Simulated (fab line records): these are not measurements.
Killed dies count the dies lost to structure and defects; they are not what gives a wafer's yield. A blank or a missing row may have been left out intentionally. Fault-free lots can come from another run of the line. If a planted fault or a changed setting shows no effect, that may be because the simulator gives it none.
What tool caused it? || flow berkeleyCmos170 || 6 lots with 18 wafers sampled at 4 steps, on a route of 331 steps

WHAT THE GAUGES READ, wafer by wafer
UCB170_M2_RS_MEAS_02: uses a four-point probe to measure.
{"lot": "L816", "measured": "day 8 14:01", "on": "filmMetro-03", "M2_AL_RS (ohm/sq)": "0.0316 0.0321 0.0316"}
{"lot": "L819", "measured": "day 9 05:45", "on": "filmMetro-04", "M2_AL_RS (ohm/sq)": "0.0316 0.0329 0.0322"}
{"lot": "L818", "measured": "day 9 02:52", "on": "filmMetro-03", "M2_AL_RS (ohm/sq)": "0.0324 0.0328 0.0326"}
{"lot": "L827", "measured": "day 10 05:05", "on": "filmMetro-03", "M2_AL_RS (ohm/sq)": "0.0503 0.0474 0.0493"}
{"lot": "L832", "measured": "day 11 17:17", "on": "filmMetro-02", "M2_AL_RS (ohm/sq)": "0.0326 0.0323 0.0318"}
{"lot": "L837", "measured": "day 13 02:17", "on": "filmMetro-02", "M2_AL_RS (ohm/sq)": "0.0322 0.0327 0.0325"}

EACH LOT AND THE TOOL THAT RAN IT (in order: tool; ch and the chambers of the sampled wafers; start)
{"lot": "L816", "UCB170_NLDD_STRIP_10": "plasmaAsher-04 ch 0,1, day 7 09:37", "UCB170_BACKSIDE_STRIP_03": "plasmaAsher-04 ch 0,1, day 7 23:50", "UCB170_M2_SPUTTER_01": "pvdSputter-04, day 8 13:55"}
{"lot": "L819", "UCB170_NLDD_STRIP_10": "plasmaAsher-01 ch 0,1, day 8 02:03", "UCB170_BACKSIDE_STRIP_03": "plasmaAsher-01 ch 0,1, day 8 11:20", "UCB170_M2_SPUTTER_01": "pvdSputter-02, day 9 05:40"}
{"lot": "L818", "UCB170_NLDD_STRIP_10": "plasmaAsher-01 ch 0,1, day 8 02:38", "UCB170_BACKSIDE_STRIP_03": "plasmaAsher-02 ch 0,1, day 8 11:14", "UCB170_M2_SPUTTER_01": "pvdSputter-03, day 9 02:47"}
{"lot": "L827", "UCB170_NLDD_STRIP_10": "plasmaAsher-04 ch 0,1, day 9 03:56", "UCB170_BACKSIDE_STRIP_03": "plasmaAsher-02 ch 0,1, day 9 13:51", "UCB170_M2_SPUTTER_01": "pvdSputter-02, day 10 04:56"}
{"lot": "L832", "UCB170_NLDD_STRIP_10": "plasmaAsher-01 ch 0,1, day 10 15:21", "UCB170_BACKSIDE_STRIP_03": "plasmaAsher-04 ch 0,1, day 11 01:55", "UCB170_M2_SPUTTER_01": "pvdSputter-03, day 11 17:11"}
{"lot": "L837", "UCB170_NLDD_STRIP_10": "plasmaAsher-01 ch 0,1, day 11 22:55", "UCB170_BACKSIDE_STRIP_03": "plasmaAsher-02 ch 1, day 12 11:32", "UCB170_M2_SPUTTER_01": "pvdSputter-03, day 13 02:11"}
- UCB170_NLDD_STRIP_10: strips in O2.
- UCB170_BACKSIDE_STRIP_03: strips in O2.
- UCB170_M2_SPUTTER_01: material Al, target thk 900 nm, time 120 s.

THE ANSWER, worked out from the rows above alone
Rule: usual is defined by the lots themselves. The widest of any qualifying gaps counts: lots, ordered by their means at a reading, are off when they make up no more than a third of the lots, leave a main group of 4 or more, and stand apart from it by 3 or more times the standard deviation of that group's means. Not used: any main group whose means are identical at the precision the tables above print for the reading. Also off: a lot with no number at a reading for which 4 or more lots have one. Where the step has rows for the other lots, those lots are counted as sound.
Off: at UCB170_M2_RS_MEAS_02 (M2_AL_RS), L827. Mean 0.0323 ohm/sq and standard deviation 0.00028 in the main group.
If a tool, at a process step before that reading, ran all the lots that are off and no sound lot after the first of them, it fits. Gauges at UCB170_M2_RS_MEAS_02: tried the same way as those tools. Can't be told from this: 3 tools fit, plasmaAsher-04 at UCB170_NLDD_STRIP_10, pvdSputter-02 at UCB170_M2_SPUTTER_01, filmMetro-03 at UCB170_M2_RS_MEAS_02.

WHAT THE SIMULATOR PUT IN
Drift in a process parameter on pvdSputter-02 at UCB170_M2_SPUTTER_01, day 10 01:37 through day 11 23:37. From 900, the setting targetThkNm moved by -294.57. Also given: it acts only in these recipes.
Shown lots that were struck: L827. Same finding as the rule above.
